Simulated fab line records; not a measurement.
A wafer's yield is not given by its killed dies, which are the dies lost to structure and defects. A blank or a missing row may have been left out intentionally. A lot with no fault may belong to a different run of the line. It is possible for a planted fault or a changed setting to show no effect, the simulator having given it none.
What tool caused it? | flow berkeley cmos170 | Sampling: 13 lots, 39 wafers, 6 of 331 route steps

## WHAT THE GAUGES SHOWED, per wafer
UCB170_PFIELD_OVL_MEAS_06. Usual: PFIELD_OVL gives 0 nm (standard deviation 5).
lot  | measured    | on         | PFIELD_OVL (nm) | flag
L663 | day 4 17:53 | overlay-01 | 0 -4 -3         |
L661 | day 4 18:03 | overlay-02 | 0 -1 2          |
L666 | day 5 15:48 | overlay-02 | -4 6 2          |
L671 | day 6 18:58 | overlay-02 | -8 -9 -4        |
L674 | day 7 06:46 | overlay-02 | -9 2 -8         |
L675 | day 7 17:58 | overlay-02 | 3 -7 3          |
L676 | day 8 02:47 | overlay-01 | -5 1 -2         |
L677 | day 8 03:14 | overlay-02 | 11 2 11         |
L678 | day 8 03:45 | overlay-01 | -6 -3 -5        |
L679 | day 8 22:31 | overlay-01 | 2 2 5           |
L681 | day 9 03:44 | overlay-02 | 6 0 1           |
L682 | day 9 03:46 | overlay-02 | 5 -6 -1         |
L680 | day 9 03:54 | overlay-01 | 0 -6 -4         |

UCB170_NVT_OVL_MEAS_06. Usual: NVT_OVL gives -3 nm (standard deviation 5.6).
lot  | measured     | on         | NVT_OVL (nm) | flag
L663 | day 5 18:09  | overlay-01 | -9 -9 -9     |
L661 | day 5 18:14  | overlay-02 | 3 -1 -7      |
L666 | day 6 20:37  | overlay-01 | 6 -8 2       |
L671 | day 8 01:37  | overlay-01 | 1 -3 0       |
L674 | day 8 18:38  | overlay-02 | -7 -6 -4     |
L675 | day 9 04:44  | overlay-02 | -5 -15 -2    |
L676 | day 9 09:16  | overlay-02 | 0 -2 6       |
L677 | day 9 09:29  | overlay-02 | 0 2 -5       |
L678 | day 9 09:11  | overlay-01 | -6 -7 -8     |
L679 | day 10 00:49 | overlay-02 | -3 -4 -3     |
L681 | day 10 06:02 | overlay-02 | -9 -7 -9     |
L682 | day 10 05:35 | overlay-02 | -12 -10 -5   |
L680 | day 10 06:34 | overlay-02 | -20 -7 -6    |

UCB170_GATE_THK_MEAS_05. Usual: GATE_POLY_THK gives 213.3 nm (standard deviation 2.2).
lot  | measured     | on            | GATE_POLY_THK (nm) | flag
L663 | day 6 10:50  | film metro-01 | 219.0 217.8 218.3  |
L661 | day 6 10:50  | film metro-04 | 208.3 211.7 211.5  |
L666 | day 7 10:16  | film metro-04 | 209.1 211.7 213.5  |
L671 | day 8 20:41  | film metro-04 | 214.0 213.8 215.8  |
L674 | day 9 10:58  | film metro-04 | 213.4 213.4 213.3  |
L675 | day 9 23:29  | film metro-01 | 214.5 214.8 214.2  |
L676 | day 9 23:26  | film metro-01 | 212.7 213.5 210.2  |
L677 | day 9 23:26  | film metro-04 | 211.0 209.9 211.9  |
L678 | day 9 23:25  | film metro-02 | 210.1 210.0 212.2  |
L679 | day 10 12:37 | film metro-02 | 212.1 213.5 213.0  |
L681 | day 10 19:49 | film metro-02 | 211.9 211.5 213.8  |
L682 | day 10 19:44 | film metro-02 | 210.6 209.4 210.8  |
L680 | day 10 19:45 | film metro-01 | 212.5 212.2 211.7  |

UCB170_NLDD_CD_MEAS_06 targets a cd of 1200 nm. Usual: cd nm reads 1199.7 nm (standard deviation 1.2).
lot  | measured     | on        | cd nm (nm)           | flag
L663 | day 6 16:28  | cd sem-01 | 1200.3 1201.8 1200.3 |
L661 | day 6 16:40  | cd sem-01 | 1200.4 1200.1 1201.4 |
L666 | day 7 15:10  | cd sem-01 | - - -                | OFF
L671 | day 9 03:50  | cd sem-01 | 1199.4 1199.9 1200.2 |
L674 | day 9 15:23  | cd sem-01 | 1198.6 1200.1 1198.1 |
L675 | day 10 06:35 | cd sem-02 | 1200.2 1199.8 1198.6 |
L676 | day 10 05:26 | cd sem-02 | 1198.0 1198.5 1198.9 |
L677 | day 10 06:20 | cd sem-02 | 1200.4 1198.8 1200.1 |
L678 | day 10 06:25 | cd sem-02 | 1200.0 1199.2 1199.9 |
L679 | day 10 17:42 | cd sem-02 | 1197.0 1198.2 1199.1 |
L681 | day 11 02:17 | cd sem-02 | 1199.3 1201.0 1199.2 |
L682 | day 11 01:19 | cd sem-02 | 1200.5 1200.9 1199.7 |
L680 | day 11 02:13 | cd sem-01 | 1199.2 1198.9 1199.2 |

UCB170_NLDD_TW_MEAS_11. Usual: NLDD_TW gives 2238 (standard deviation 35).
lot  | measured     | on            | NLDD_TW        | flag
L663 | day 6 17:01  | film metro-01 | 2212 2201 2214 |
L661 | day 6 17:14  | film metro-03 | 2219 2220 2229 |
L666 | day 7 15:41  | film metro-02 | 31 31 31       | OFF
L671 | day 9 04:23  | film metro-01 | 2213 2207 2230 |
L674 | day 9 15:56  | film metro-01 | 2206 2193 2205 |
L675 | day 10 07:08 | film metro-02 | 2281 2277 2288 |
L676 | day 10 05:59 | film metro-03 | 2247 2238 2248 |
L677 | day 10 06:52 | film metro-01 | 2203 2195 2199 |
L678 | day 10 06:58 | film metro-03 | 2238 2239 2242 |
L679 | day 10 18:15 | film metro-03 | 2245 2240 2235 |
L681 | day 11 02:49 | film metro-02 | 2295 2298 2301 |
L682 | day 11 01:53 | film metro-01 | 2204 2220 2214 |
L680 | day 11 02:46 | film metro-01 | 2213 2219 2218 |

## WHAT TOOL EACH LOT RAN ON (gives the tool, then ch and the chambers of the sampled wafers, and finally the start)
lot  | UCB170_NLDD_EXPOSE_03
L663 | krf scanner-01 ch 0, day 6 15:25
L661 | krf scanner-01 ch 0, day 6 15:34
L666 | krf scanner-01 ch 0, day 7 14:38
L671 | krf scanner-02 ch 0, day 9 02:55
L674 | krf scanner-01 ch 0, day 9 14:59
L675 | krf scanner-01 ch 0, day 10 06:02
L676 | krf scanner-02 ch 0, day 10 04:16
L677 | krf scanner-02 ch 0, day 10 05:27
L678 | krf scanner-01 ch 0, day 10 05:52
L679 | krf scanner-02 ch 0, day 10 17:19
L681 | krf scanner-02 ch 0, day 11 01:54
L682 | krf scanner-01 ch 0, day 11 00:56
L680 | krf scanner-01 ch 0, day 11 01:38
- UCB170_NLDD_EXPOSE_03: exposes mask NSELECT, target cd 1200 nm.

## AS READ BY THE TOOLS THEMSELVES (means over the sampled wafers that have a number; for cases with no such wafer, the mark the record gives instead)
The record holds no such reading with a usual standard deviation.

## THE ANSWER, worked out from the rows above alone
Rule: lot off if the mean of its wafers having a number is beyond 3 standard deviations from the usual mean. A lot without any number at a reading at which 4 lots or more have one is off too. Any other lot the step has rows for is counted as sound. First the gauges in route order, then the tools' own readings, where a lot's mean is used as printed above. At the first step where some lot is off, the reading lying furthest off is the one used; lots without a number count as furthest.
Off: L666 (UCB170_NLDD_CD_MEAS_06, cd nm). Without a number there: L666.
If a tool, at a process step before that reading, ran all the lots that are off and no sound lot after the first of them, it fits. The gauges at UCB170_NLDD_CD_MEAS_06 aren't tried: what is off there is off at UCB170_NLDD_TW_MEAS_11 too, on other tools, and a gauge's error can't cause that. Of those tried, none fits.

## WHAT HAD BEEN PUT IN BY THE SIMULATOR
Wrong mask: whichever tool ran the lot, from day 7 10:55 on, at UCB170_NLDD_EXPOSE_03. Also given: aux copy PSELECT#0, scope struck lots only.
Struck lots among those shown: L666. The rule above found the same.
